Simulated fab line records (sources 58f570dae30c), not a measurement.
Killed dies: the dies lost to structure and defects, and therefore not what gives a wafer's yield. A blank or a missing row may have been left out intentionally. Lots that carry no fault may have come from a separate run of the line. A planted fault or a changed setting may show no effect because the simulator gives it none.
Matching of chambers :: flow berkeleyCmos170 :: UCB170_SPACER_ETCHBACK_03 on rieDiel-01 has 4 sister chambers
The step etches SiO2 in CHF3/CF4/Ar, stops on Si, target depth 376 nm, time 100 s. 14 wafers are shown with their chamber, then 6 later ones without.

## WAFERS WITH THEIR CHAMBER
wafer: L109.1
chamber: 3
drypumpMotorCurrentA (A): 5.6
throttleValvePct (%): 6.53
oesProductAu (a.u.): 0.884

wafer: L109.3
chamber: 2
drypumpMotorCurrentA (A): 6.0
throttleValvePct (%): 6.44
oesProductAu (a.u.): 0.896

wafer: L109.6
chamber: 1
drypumpMotorCurrentA (A): 6.0
throttleValvePct (%): 6.34
oesProductAu (a.u.): 0.903

wafer: L112.3
chamber: 3
drypumpMotorCurrentA (A): 5.5
throttleValvePct (%): 6.53
oesProductAu (a.u.): 0.871

wafer: L112.4
chamber: 1
drypumpMotorCurrentA (A): 6.0
throttleValvePct (%): 6.32
oesProductAu (a.u.): 0.887

wafer: L112.6
chamber: 0
drypumpMotorCurrentA (A): 5.3
throttleValvePct (%): 6.35
oesProductAu (a.u.): 0.912

wafer: L120.2
chamber: 3
drypumpMotorCurrentA (A): 5.5
throttleValvePct (%): 6.54
oesProductAu (a.u.): 0.880

wafer: L120.5
chamber: 0
drypumpMotorCurrentA (A): 5.4
throttleValvePct (%): 6.37
oesProductAu (a.u.): 0.916

wafer: L122.1
chamber: 1
drypumpMotorCurrentA (A): 6.0
throttleValvePct (%): 6.33
oesProductAu (a.u.): 0.916

wafer: L122.3
chamber: 2
drypumpMotorCurrentA (A): 6.0
throttleValvePct (%): 6.42
oesProductAu (a.u.): 0.905

wafer: L122.4
chamber: 0
drypumpMotorCurrentA (A): 5.4
throttleValvePct (%): 6.38
oesProductAu (a.u.): 0.899

wafer: L124.4
chamber: 0
drypumpMotorCurrentA (A): 5.4
throttleValvePct (%): 6.37
oesProductAu (a.u.): 0.903

wafer: L124.5
chamber: 2
drypumpMotorCurrentA (A): 6.0
throttleValvePct (%): 6.41
oesProductAu (a.u.): 0.898

wafer: L124.6
chamber: 3
drypumpMotorCurrentA (A): 5.5
throttleValvePct (%): 6.54
oesProductAu (a.u.): 0.880

SIGNATURES (means of the wafers above)
reading: drypumpMotorCurrentA
chamber 0: 5.375
chamber 1: 6.000
chamber 2: 6.000
chamber 3: 5.525
scatter within a chamber: 0.0387

reading: throttleValvePct
chamber 0: 6.3675
chamber 1: 6.3300
chamber 2: 6.4233
chamber 3: 6.5350
scatter within a chamber: 0.0111

reading: oesProductAu
chamber 0: 0.90750
chamber 1: 0.90200
chamber 2: 0.89967
chamber 3: 0.87875
scatter within a chamber: 0.00862
Rule: for each reading, subtract the chamber's mean from the wafer's reading, divide by that reading's scatter and square the result; add these up over the readings and take the root, which gives the wafer's distance from the chamber. If the next closest chamber is less than 2 further off than the closest, the wafer can't be placed; otherwise it belongs to the closest. The scatter: take each reading less its chamber's mean, square it, sum over the shown wafers, divide by the number of wafers less the number of chambers, and take the root.

## WAFERS WITHOUT THEIR CHAMBER
wafer: L127.1
drypumpMotorCurrentA (A): 6.0
throttleValvePct (%): 6.32
oesProductAu (a.u.): 0.894

wafer: L127.4
drypumpMotorCurrentA (A): 6.0
throttleValvePct (%): 6.32
oesProductAu (a.u.): 0.900

wafer: L127.5
drypumpMotorCurrentA (A): 5.3
throttleValvePct (%): 6.36
oesProductAu (a.u.): 0.911

wafer: L129.1
drypumpMotorCurrentA (A): 6.0
throttleValvePct (%): 6.41
oesProductAu (a.u.): 0.882

wafer: L129.2
drypumpMotorCurrentA (A): 6.0
throttleValvePct (%): 6.33
oesProductAu (a.u.): 0.886

wafer: L129.5
drypumpMotorCurrentA (A): 5.3
throttleValvePct (%): 6.37
oesProductAu (a.u.): 0.898

## THE CHAMBER EACH PASSED THROUGH
wafer: L127.1
from the rows above: 1
in truth: 1

wafer: L127.4
from the rows above: 1
in truth: 1

wafer: L127.5
from the rows above: 0
in truth: 0

wafer: L129.1
from the rows above: 2
in truth: 2

wafer: L129.2
from the rows above: 1
in truth: 1

wafer: L129.5
from the rows above: 0
in truth: 0
Correct placement for 6 of the 6. Can't be placed from these rows: 0. Placed wrongly: 0.
